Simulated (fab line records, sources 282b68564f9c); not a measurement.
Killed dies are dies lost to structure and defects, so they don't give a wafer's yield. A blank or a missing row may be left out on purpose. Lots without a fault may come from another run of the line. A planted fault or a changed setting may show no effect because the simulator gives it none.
A struck lot beside a sound one | flow rit_cmos | 15 steps out of a route of 202
Sound: wafers L126.1, L126.4, L126.6. Struck: wafers L130.3, L130.5, L130.6. The cause comes at the end.
At each step with rows: each side's tool, then ch and its chambers, then its first start. Under that, the readings that differ: sound wafers | struck wafers | difference of the means | sigmas: that difference in standard deviations of wafers without a fault.
alike: readings whose means differ by less than 2 such deviations, and words and numbers that are the same on both sides. not compared: withheld readings, readings that some wafer has no value for, bounds like >300 that may hide the same value, and numbers for which the record gives no deviation and whose values overlap.
The two part at a step that has a row with sigmas, a row that says differs or no value, or rows on one side only. Numbers that don't overlap but have no deviation are shown without sigmas and don't part them. A reading that every wafer of one side lacks parts them only if that side has two wafers or more.

first, 1 step without rows for these wafers: RIT_NLDD_COAT_01 (resist thk 1000 nm).
RIT_NLDD_SOFTBAKE_02: time 62.36 s.
  sound on litho_track-04 ch 0, day 5 20:22; struck on litho_track-03 ch 0, day 6 15:09
  alike: heater_power_total_W, plate_sensor_t_centre_C, plate_sensor_t_edge_C
then, 3 steps without rows for these wafers: RIT_NLDD_EXPOSE_03 (exposes mask M7, target cd 40700 nm); RIT_NLDD_PEB_04; RIT_NLDD_DEVELOP_05 (develop time 50 s).
RIT_NLDD_OVL_MEAS_06:
  sound on overlay-01, day 5 21:02; struck on overlay-01, day 6 15:40
  alike: NLDD_OVL
then, 2 steps without rows for these wafers: RIT_NLDD_HARDBAKE_07 (time 60 s); RIT_NLDD_IMPLANT_08.
RIT_NLDD_STRIP_09: strips in O2, time 180 s.
  sound on plasma_asher-04 ch 0,1, day 5 21:32; struck on plasma_asher-04 ch 0,1, day 6 16:02
  alike: drypump_motor_current_A
  not compared: rf_hours_counter_h
RIT_NLDD_TW_MEAS_10:
  sound on film_metro-01, day 5 21:43; struck on film_metro-03, day 6 16:11
  reading | sound          | struck         | difference | sigmas
  NLDD_TW | 2459 2461 2462 | 2555 2556 2545 | +91        | +2
then, 2 steps without rows for these wafers: RIT_PLDD_HMDS_00 (prime time 60 s); RIT_PLDD_COAT_01 (resist thk 1000 nm).
RIT_PLDD_SOFTBAKE_02: time 60 s.
  sound on litho_track-03 ch 0, day 5 22:04; struck on litho_track-03 ch 0, day 6 16:34
  reading                  | sound             | struck            | difference | sigmas
  heater_power_total_W (W) | 34.51 34.56 34.63 | 34.00 33.98 33.91 | -0.60      | -12
  plate_temp_C (C)         | 90.03 89.96 90.03 | 88.70 88.61 88.85 | -1.29      | -11
then, 1 step without rows for these wafers: RIT_PLDD_EXPOSE_03 (exposes mask M8, target cd 40900 nm).
RIT_M1_PROBE_99:
  sound on prober-02, day 6 12:29; struck on prober-02, day 7 07:24
  alike: killed_at_M0_to_M3, killed_at_front_end, killed_dies, killed_open, killed_short

WHERE THEY PART
First at RIT_NLDD_TW_MEAS_10; last, within this record, at RIT_PLDD_SOFTBAKE_02. Later steps at which nothing parts them and some readings are alike: RIT_M1_PROBE_99.

WHY: what the simulator had put in
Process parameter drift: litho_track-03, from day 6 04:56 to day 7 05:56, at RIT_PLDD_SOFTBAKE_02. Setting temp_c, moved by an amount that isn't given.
